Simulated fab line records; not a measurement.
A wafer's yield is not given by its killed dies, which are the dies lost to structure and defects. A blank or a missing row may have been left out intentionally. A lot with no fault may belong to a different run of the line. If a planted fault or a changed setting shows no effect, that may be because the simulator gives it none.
The tool behind it: which one? -- flow rit-cmos -- Sampling: 6 lots, 18 wafers, 2 of 202 route steps

WHAT THE GAUGES SHOWED, per wafer
RIT_PWELL_OVL_MEAS_06.
lot,measured,on,PWELL_OVL (nm)
L637,day 2 06:11,overlay-01,0.5 -0.5 -1.9
L640,day 2 18:10,overlay-02,-1.3 0.1 -1.1
L644,day 3 15:05,overlay-01,-0.5 -1.2 -2.9
L646,day 4 00:24,overlay-01,0.7 0.3 -0.1
L648,day 4 10:02,overlay-01,-0.9 -0.5 -0.5
L651,day 5 02:38,overlay-02,-1.4 -2.5 -2.9

WHAT TOOL EACH LOT RAN ON (gives the tool, then ch and the chambers of the sampled wafers, and finally the start)
lot,RIT_PWELL_EXPOSE_03
L637,"iline-stepper-02 ch 0, day 2 05:47"
L640,"iline-stepper-01 ch 0, day 2 17:46"
L644,"iline-stepper-02 ch 0, day 3 14:40"
L646,"iline-stepper-02 ch 0, day 3 23:50"
L648,"iline-stepper-01 ch 0, day 4 09:32"
L651,"iline-stepper-01 ch 0, day 5 02:12"
- RIT_PWELL_EXPOSE_03: exposes mask M3, target cd 43700 nm.

THE ANSWER, worked out from the rows above alone
Rule: what is usual is taken from the lots themselves. Put in order of their means at a reading, lots are off if they are a third of the lots or fewer, leave a main group of 4 or more, and stand apart from it by a gap of 3 or more times the standard deviation of the main group's means; of several such gaps the widest counts. A main group is skipped when, at the precision printed for the reading in the tables above, its means are all equal. A lot without any number at a reading at which 4 lots or more have one is off too. The other lots that the step has rows for count as sound.
No lot is off on any of the readings shown, so nothing can be concluded from this.

WHAT THE SIMULATOR HAD INSERTED
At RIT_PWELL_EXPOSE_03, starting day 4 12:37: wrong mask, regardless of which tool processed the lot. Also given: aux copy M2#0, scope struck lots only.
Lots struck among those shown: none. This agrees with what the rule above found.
